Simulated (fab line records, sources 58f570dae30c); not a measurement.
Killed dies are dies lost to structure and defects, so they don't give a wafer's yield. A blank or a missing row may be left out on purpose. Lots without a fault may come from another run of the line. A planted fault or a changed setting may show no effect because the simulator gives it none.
One fault seen from 2 desks | flow berkeley_cmos170 | each desk has only its own numbers; what lay behind them comes last

THE METROLOGY DESK
What the gauges read, lot by lot, whatever tool the lot ran on: means of the sampled wafers that have a number. A lot is out of limits, marked OUT, if its mean lies more than 4 standard deviations from the usual mean; the brackets give that distance.
Columns: A = FIELD_OXIDE_LEFT_1_THK at UCB170_FIELD_THK_MEAS_90, usual 440 nm; B = cd_nm at UCB170_PLDD_CD_MEAS_06, usual 1199.8 nm; C = PSD_OVL at UCB170_PSD_OVL_MEAS_07, usual 2 nm; D = PSD_TW at UCB170_PSD_TW_MEAS_10, usual 2332; E = PSD_RS at UCB170_SDANNEAL_RS_MEAS_02, usual 75.5 ohm/sq
lot  | first seen here | A   | B      | C  | D                    | E
L141 | day 5 16:44     | 440 | 1199.2 | 5  | 2324                 | 75.7
L149 | day 6 11:11     | 444 | 1199.9 | 3  | 2311                 | 75.4
L151 | day 7 03:05     | 429 | 1201.6 | -1 | 30 (-99 or more) OUT | 133.1 (+99 or more) OUT
L152 | day 7 19:07     | 430 | 1200.4 | 5  | 30 (-99 or more) OUT | 133.2 (+99 or more) OUT
L155 | day 8 03:03     | 430 | 1197.9 | -7 | 2340                 | 76.3
L156 | day 8 03:03     | 428 | 1202.5 | 9  | 2326                 | 75.3
L157 | day 8 03:04     | 445 | 1198.7 | -3 | 2326                 | 74.9
L153 | day 8 03:07     | 454 | 1198.6 | 2  | 2327                 | 75.2
L158 | day 8 03:08     | 439 | 1200.4 | 0  | 2339                 | 75.5
L163 | day 9 04:19     | 451 | 1200.7 | -1 | 2359                 | 75.3
L162 | day 9 05:17     | 445 | 1201.3 | -4 | 2353                 | 75.7
L159 | day 9 05:18     | 446 | 1199.3 | -4 | 2313                 | 76.2
L160 | day 9 05:20     | 447 | 1201.1 | -3 | 2360                 | 75.2
L164 | day 10 00:52    | 449 | 1199.0 | -5 | 2318                 | 75.2
This desk's finding: out of limits on L151, L152; first on L151, day 9 01:29 (PSD_TW at UCB170_PSD_TW_MEAS_10). In limits: L141, L149, L155, L156, L157, L153, L158, L163, L162, L159, L160, L164.

THE TOOL OWNER'S DESK: implanter-04
The tool's own readings at UCB170_PSD_IMPLANT_08: means of the sampled wafers that have a number, for each lot that ran on this tool. A lot is out of limits, marked OUT, if its mean lies more than 4 standard deviations from the usual mean; the brackets give that distance.
Columns: A = beam_energy_keV at UCB170_PSD_IMPLANT_08, usual 20.000; B = beam_on_s at UCB170_PSD_IMPLANT_08, usual 9.99 s
lot  | first seen here | A      | B
L149 | day 8 02:16     | 20.005 | 10.01
L157 | day 9 20:53     | 19.994 | 10.08
L156 | day 9 21:01     | 20.008 | 10.06
L155 | day 10 03:37    | 20.003 | 10.15
L159 | day 11 05:13    | 20.003 | 9.95
L162 | day 11 05:58    | 20.003 | 9.82
L164 | day 11 13:19    | 19.997 | 9.93
This desk's finding: nothing out of limits on any of the 7 lots.

PUT TOGETHER
The metrology desk could have raised an alarm at day 9 01:29, on L151, L152.
The tool owner's desk saw nothing out of limits.
The tool owner's desk has no number on record for L151, L152.
Of the lots named, all ran UCB170_PSD_IMPLANT_08 on implanter-04.

WHAT THE SIMULATOR HAD PUT IN
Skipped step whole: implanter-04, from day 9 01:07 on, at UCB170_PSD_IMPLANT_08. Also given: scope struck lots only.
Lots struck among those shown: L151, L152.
Hours from the fault's start to each desk's first reading out of limits: the metrology desk, 0.
